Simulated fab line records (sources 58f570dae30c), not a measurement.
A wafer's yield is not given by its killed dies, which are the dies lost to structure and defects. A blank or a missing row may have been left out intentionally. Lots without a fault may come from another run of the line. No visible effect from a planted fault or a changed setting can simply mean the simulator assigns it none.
Which of the tools did it? / flow berkeley cmos170 / 15 lots with 45 wafers sampled at 5 steps, on a route of 331 steps

## WHAT EACH GAUGE READ, for each wafer
UCB170_ACTIVE_CD_MEAS_13: the cd target is 1200 nm. Usual: cd nm reads 1200.1 nm (standard deviation 1.3).
lot=L121; measured=day 4 12:23; on=cd sem-02; cd nm (nm)=1201.1 1198.9 1199.3; flag=
lot=L123; measured=day 5 02:12; on=cd sem-01; cd nm (nm)=1200.3 1201.2 1202.1; flag=
lot=L122; measured=day 5 02:43; on=cd sem-02; cd nm (nm)=1201.7 1201.5 1201.3; flag=
lot=L124; measured=day 5 02:47; on=cd sem-01; cd nm (nm)=1200.0 1200.0 1200.6; flag=
lot=L127; measured=day 6 00:48; on=cd sem-02; cd nm (nm)=1200.0 1199.0 1198.5; flag=
lot=L125; measured=day 6 01:16; on=cd sem-01; cd nm (nm)=1201.8 1200.7 1199.4; flag=
lot=L129; measured=day 6 10:03; on=cd sem-01; cd nm (nm)=1198.0 1199.6 1196.9; flag=
lot=L136; measured=day 7 05:13; on=cd sem-01; cd nm (nm)=1199.8 1200.9 1201.6; flag=
lot=L132; measured=day 7 05:28; on=cd sem-01; cd nm (nm)=1200.2 1199.6 1200.5; flag=
lot=L139; measured=day 8 04:52; on=cd sem-02; cd nm (nm)=1198.2 1197.7 1199.8; flag=
lot=L140; measured=day 8 04:59; on=cd sem-02; cd nm (nm)=1200.9 1199.8 1201.2; flag=
lot=L142; measured=day 8 16:49; on=cd sem-01; cd nm (nm)=1198.8 1200.0 1200.0; flag=
lot=L141; measured=day 8 17:04; on=cd sem-01; cd nm (nm)=1201.0 1200.0 1201.9; flag=
lot=L143; measured=day 8 17:25; on=cd sem-01; cd nm (nm)=1200.6 1201.0 1201.3; flag=
lot=L144; measured=day 9 02:08; on=cd sem-02; cd nm (nm)=1201.6 1203.0 1201.7; flag=

UCB170_ACTIVE_OVL_MEAS_14. Usual: ACTIVE_OVL 0 nm, standard deviation 5.7.
lot=L121; measured=day 4 12:30; on=overlay-02; ACTIVE_OVL (nm)=-4 -2 -1; flag=
lot=L123; measured=day 5 02:18; on=overlay-02; ACTIVE_OVL (nm)=9 3 -6; flag=
lot=L122; measured=day 5 02:50; on=overlay-01; ACTIVE_OVL (nm)=-3 -7 -4; flag=
lot=L124; measured=day 5 02:55; on=overlay-02; ACTIVE_OVL (nm)=-6 -7 -5; flag=
lot=L127; measured=day 6 00:54; on=overlay-02; ACTIVE_OVL (nm)=7 0 3; flag=
lot=L125; measured=day 6 01:23; on=overlay-02; ACTIVE_OVL (nm)=6 -4 -1; flag=
lot=L129; measured=day 6 10:10; on=overlay-01; ACTIVE_OVL (nm)=-1 0 4; flag=
lot=L136; measured=day 7 05:19; on=overlay-01; ACTIVE_OVL (nm)=-5 1 -5; flag=
lot=L132; measured=day 7 05:34; on=overlay-01; ACTIVE_OVL (nm)=-1 -3 5; flag=
lot=L139; measured=day 8 04:59; on=overlay-02; ACTIVE_OVL (nm)=-1 -1 -2; flag=
lot=L140; measured=day 8 05:06; on=overlay-01; ACTIVE_OVL (nm)=0 3 6; flag=
lot=L142; measured=day 8 16:56; on=overlay-02; ACTIVE_OVL (nm)=0 14 12; flag=
lot=L141; measured=day 8 17:11; on=overlay-01; ACTIVE_OVL (nm)=0 0 0; flag=
lot=L143; measured=day 8 17:32; on=overlay-01; ACTIVE_OVL (nm)=5 3 2; flag=
lot=L144; measured=day 9 02:16; on=overlay-01; ACTIVE_OVL (nm)=4 3 -3; flag=

UCB170_ACTIVE_CD_MEAS_90: the cd target is 1200 nm. Usual: cd nm reads 1200.1 nm (standard deviation 1.3).
lot=L121; measured=day 4 12:44; on=cd sem-02; cd nm (nm)=1201.2 1198.6 1199.6; flag=
lot=L123; measured=day 5 02:34; on=cd sem-01; cd nm (nm)=1200.3 1200.7 1202.1; flag=
lot=L122; measured=day 5 03:05; on=cd sem-01; cd nm (nm)=1201.8 1201.6 1201.0; flag=
lot=L124; measured=day 5 03:11; on=cd sem-01; cd nm (nm)=1200.1 1200.4 1200.7; flag=
lot=L127; measured=day 6 01:10; on=cd sem-02; cd nm (nm)=1200.0 1198.6 1198.6; flag=
lot=L125; measured=day 6 01:37; on=cd sem-02; cd nm (nm)=1201.6 1200.7 1199.5; flag=
lot=L129; measured=day 6 10:28; on=cd sem-01; cd nm (nm)=- - -; flag=OFF
lot=L136; measured=day 7 05:34; on=cd sem-01; cd nm (nm)=- - -; flag=OFF
lot=L132; measured=day 7 05:49; on=cd sem-01; cd nm (nm)=- - -; flag=OFF
lot=L139; measured=day 8 05:13; on=cd sem-02; cd nm (nm)=1198.6 1197.7 1199.6; flag=
lot=L140; measured=day 8 05:28; on=cd sem-02; cd nm (nm)=1200.5 1200.1 1201.4; flag=
lot=L142; measured=day 8 17:10; on=cd sem-01; cd nm (nm)=1198.5 1200.2 1200.4; flag=
lot=L141; measured=day 8 17:33; on=cd sem-01; cd nm (nm)=1200.6 1199.5 1201.7; flag=
lot=L143; measured=day 8 17:46; on=cd sem-01; cd nm (nm)=1201.1 1200.9 1201.4; flag=
lot=L144; measured=day 9 02:32; on=cd sem-02; cd nm (nm)=1201.7 1202.8 1201.6; flag=

## TOOL THAT RAN EACH LOT (tool first, then ch and the chambers of the sampled wafers, then the start)
lot=L121; UCB170_ACTIVE_ETCH_15=rie diel-04 ch 0,1,2, day 4 12:32; UCB170_ACTIVE_STRIP_16=plasma asher-04 ch 0,1, day 4 12:38
lot=L123; UCB170_ACTIVE_ETCH_15=rie diel-02 ch 0,1,3, day 5 02:19; UCB170_ACTIVE_STRIP_16=plasma asher-04 ch 0,1, day 5 02:27
lot=L122; UCB170_ACTIVE_ETCH_15=rie diel-01 ch 2,3, day 5 02:52; UCB170_ACTIVE_STRIP_16=plasma asher-04 ch 0,1, day 5 02:58
lot=L124; UCB170_ACTIVE_ETCH_15=rie diel-04 ch 0,1,3, day 5 02:57; UCB170_ACTIVE_STRIP_16=plasma asher-01 ch 0, day 5 03:03
lot=L127; UCB170_ACTIVE_ETCH_15=rie diel-02 ch 1,2,3, day 6 00:56; UCB170_ACTIVE_STRIP_16=plasma asher-04 ch 0,1, day 6 01:02
lot=L125; UCB170_ACTIVE_ETCH_15=rie diel-04 ch 1,2,3, day 6 01:25; UCB170_ACTIVE_STRIP_16=plasma asher-01 ch 0, day 6 01:31
lot=L129; UCB170_ACTIVE_ETCH_15=rie diel-04 ch 2, day 6 10:13; UCB170_ACTIVE_STRIP_16=plasma asher-01 ch 0, day 6 10:22
lot=L136; UCB170_ACTIVE_ETCH_15=rie diel-01 ch 0,1,2, day 7 05:21; UCB170_ACTIVE_STRIP_16=plasma asher-04 ch 0,1, day 7 05:27
lot=L132; UCB170_ACTIVE_ETCH_15=rie diel-04 ch 0,1,3, day 7 05:35; UCB170_ACTIVE_STRIP_16=plasma asher-04 ch 0,1, day 7 05:43
lot=L139; UCB170_ACTIVE_ETCH_15=rie diel-04 ch 0,2,3, day 8 05:01; UCB170_ACTIVE_STRIP_16=plasma asher-02 ch 0,1, day 8 05:07
lot=L140; UCB170_ACTIVE_ETCH_15=rie diel-01 ch 0,1,3, day 8 05:08; UCB170_ACTIVE_STRIP_16=plasma asher-04 ch 0,1, day 8 05:14
lot=L142; UCB170_ACTIVE_ETCH_15=rie diel-04 ch 0,2,3, day 8 16:58; UCB170_ACTIVE_STRIP_16=plasma asher-01 ch 0,1, day 8 17:04
lot=L141; UCB170_ACTIVE_ETCH_15=rie diel-01 ch 0,1, day 8 17:13; UCB170_ACTIVE_STRIP_16=plasma asher-02 ch 1, day 8 17:19
lot=L143; UCB170_ACTIVE_ETCH_15=rie diel-04 ch 0,1, day 8 17:34; UCB170_ACTIVE_STRIP_16=plasma asher-01 ch 0,1, day 8 17:40
lot=L144; UCB170_ACTIVE_ETCH_15=rie diel-01 ch 0,3, day 9 02:17; UCB170_ACTIVE_STRIP_16=plasma asher-02 ch 0,1, day 9 02:26
- UCB170_ACTIVE_ETCH_15: etches Si3N4 in CH3F/Ar/O2, stops on SiO2, target depth 242 nm, time 151 s.
- UCB170_ACTIVE_STRIP_16: strips in O2.

## AS READ BY THE TOOLS THEMSELVES (means over the sampled wafers that have a number; for cases with no such wafer, the mark the record gives instead)
UCB170_ACTIVE_ETCH_15. Usual: CH3F_flow_sccm 20.00 sccm, standard deviation 0.053; O2_flow_sccm 7.000 sccm, standard deviation 0.017; drypump motor current A 5.7 A, standard deviation 0.54; oes product au 0.938 a.u., standard deviation 0.015; throttle valve pct 8.07 %, standard deviation 0.13.
lot=L121; tool=rie diel-04; CH3F_flow_sccm (sccm)=20.03; O2_flow_sccm (sccm)=7.007; drypump motor current A (A)=5.5; oes product au (a.u.)=0.952; throttle valve pct (%)=8.06; flag=
lot=L123; tool=rie diel-02; CH3F_flow_sccm (sccm)=19.96; O2_flow_sccm (sccm)=6.993; drypump motor current A (A)=5.8; oes product au (a.u.)=0.936; throttle valve pct (%)=7.92; flag=
lot=L122; tool=rie diel-01; CH3F_flow_sccm (sccm)=20.02; O2_flow_sccm (sccm)=6.997; drypump motor current A (A)=6.0; oes product au (a.u.)=0.923; throttle valve pct (%)=8.05; flag=
lot=L124; tool=rie diel-04; CH3F_flow_sccm (sccm)=20.01; O2_flow_sccm (sccm)=7.000; drypump motor current A (A)=5.6; oes product au (a.u.)=0.933; throttle valve pct (%)=8.15; flag=
lot=L127; tool=rie diel-02; CH3F_flow_sccm (sccm)=19.99; O2_flow_sccm (sccm)=7.004; drypump motor current A (A)=5.5; oes product au (a.u.)=0.942; throttle valve pct (%)=8.05; flag=
lot=L125; tool=rie diel-04; CH3F_flow_sccm (sccm)=19.98; O2_flow_sccm (sccm)=7.011; drypump motor current A (A)=5.6; oes product au (a.u.)=0.942; throttle valve pct (%)=8.15; flag=
lot=L129; tool=rie diel-04; CH3F_flow_sccm (sccm)=-; O2_flow_sccm (sccm)=-; drypump motor current A (A)=-; oes product au (a.u.)=-; throttle valve pct (%)=-; flag=OFF
lot=L136; tool=rie diel-01; CH3F_flow_sccm (sccm)=-; O2_flow_sccm (sccm)=-; drypump motor current A (A)=-; oes product au (a.u.)=-; throttle valve pct (%)=-; flag=OFF
lot=L132; tool=rie diel-04; CH3F_flow_sccm (sccm)=-; O2_flow_sccm (sccm)=-; drypump motor current A (A)=-; oes product au (a.u.)=-; throttle valve pct (%)=-; flag=OFF
lot=L139; tool=rie diel-04; CH3F_flow_sccm (sccm)=19.95; O2_flow_sccm (sccm)=6.989; drypump motor current A (A)=5.2; oes product au (a.u.)=0.948; throttle valve pct (%)=8.16; flag=
lot=L140; tool=rie diel-01; CH3F_flow_sccm (sccm)=20.02; O2_flow_sccm (sccm)=7.007; drypump motor current A (A)=5.9; oes product au (a.u.)=0.943; throttle valve pct (%)=8.04; flag=
lot=L142; tool=rie diel-04; CH3F_flow_sccm (sccm)=20.05; O2_flow_sccm (sccm)=6.997; drypump motor current A (A)=5.2; oes product au (a.u.)=0.944; throttle valve pct (%)=8.15; flag=
lot=L141; tool=rie diel-01; CH3F_flow_sccm (sccm)=20.01; O2_flow_sccm (sccm)=7.000; drypump motor current A (A)=6.1; oes product au (a.u.)=0.939; throttle valve pct (%)=8.04; flag=
lot=L143; tool=rie diel-04; CH3F_flow_sccm (sccm)=20.01; O2_flow_sccm (sccm)=6.996; drypump motor current A (A)=5.5; oes product au (a.u.)=0.954; throttle valve pct (%)=8.07; flag=
lot=L144; tool=rie diel-01; CH3F_flow_sccm (sccm)=19.97; O2_flow_sccm (sccm)=7.032; drypump motor current A (A)=6.4; oes product au (a.u.)=0.924; throttle valve pct (%)=8.11; flag=

UCB170_ACTIVE_STRIP_16. Usual: drypump motor current A 5.8 A, standard deviation 0.38; oes product au 0.722 a.u., standard deviation 0.0044; strip time to endpoint s 18.11 s, standard deviation 0.089.
lot=L121; tool=plasma asher-04; drypump motor current A (A)=6.1; oes product au (a.u.)=0.723; strip time to endpoint s (s)=18.04; flag=
lot=L123; tool=plasma asher-04; drypump motor current A (A)=6.1; oes product au (a.u.)=0.720; strip time to endpoint s (s)=18.17; flag=
lot=L122; tool=plasma asher-04; drypump motor current A (A)=6.1; oes product au (a.u.)=0.723; strip time to endpoint s (s)=18.08; flag=
lot=L124; tool=plasma asher-01; drypump motor current A (A)=5.5; oes product au (a.u.)=0.722; strip time to endpoint s (s)=18.12; flag=
lot=L127; tool=plasma asher-04; drypump motor current A (A)=6.2; oes product au (a.u.)=0.718; strip time to endpoint s (s)=18.17; flag=
lot=L125; tool=plasma asher-01; drypump motor current A (A)=5.6; oes product au (a.u.)=0.726; strip time to endpoint s (s)=18.15; flag=
lot=L129; tool=plasma asher-01; drypump motor current A (A)=5.5; oes product au (a.u.)=0.736; strip time to endpoint s (s)=21.56; flag=OFF
lot=L136; tool=plasma asher-04; drypump motor current A (A)=6.1; oes product au (a.u.)=0.734; strip time to endpoint s (s)=21.61; flag=OFF
lot=L132; tool=plasma asher-04; drypump motor current A (A)=6.1; oes product au (a.u.)=0.735; strip time to endpoint s (s)=21.65; flag=OFF
lot=L139; tool=plasma asher-02; drypump motor current A (A)=5.4; oes product au (a.u.)=0.724; strip time to endpoint s (s)=18.07; flag=
lot=L140; tool=plasma asher-04; drypump motor current A (A)=6.1; oes product au (a.u.)=0.724; strip time to endpoint s (s)=18.22; flag=
lot=L142; tool=plasma asher-01; drypump motor current A (A)=5.6; oes product au (a.u.)=0.722; strip time to endpoint s (s)=18.15; flag=
lot=L141; tool=plasma asher-02; drypump motor current A (A)=5.0; oes product au (a.u.)=0.719; strip time to endpoint s (s)=18.03; flag=
lot=L143; tool=plasma asher-01; drypump motor current A (A)=5.8; oes product au (a.u.)=0.717; strip time to endpoint s (s)=18.25; flag=
lot=L144; tool=plasma asher-02; drypump motor current A (A)=5.8; oes product au (a.u.)=0.719; strip time to endpoint s (s)=18.12; flag=

## THE ANSWER, worked out from the rows above alone
Rule: a lot is off if the mean of its wafers that have a number lies more than 3 standard deviations from the usual mean. A lot without any number at a reading at which 4 lots or more have one is off too. Any other lot the step has rows for is counted as sound. Order of review: gauges by route order, followed by the tools' own readings, for which a lot's mean as printed above is used. At the first step where some lot is off, the reading lying furthest off is the one used; lots without a number count as furthest.
Off, at UCB170_ACTIVE_CD_MEAS_90 on cd nm: L129, L136, L132. Without a number there: L129, L136, L132.
A tool fits if, at a process step before that reading, it ran every lot that is off, and no sound lot after the first of them. The gauges at UCB170_ACTIVE_CD_MEAS_90 aren't tried: what is off there is off at UCB170_ACTIVE_ETCH_15 too, on other tools, and a gauge's error can't cause that. None of those tried fits.

## WHAT THE SIMULATOR HAD INSERTED
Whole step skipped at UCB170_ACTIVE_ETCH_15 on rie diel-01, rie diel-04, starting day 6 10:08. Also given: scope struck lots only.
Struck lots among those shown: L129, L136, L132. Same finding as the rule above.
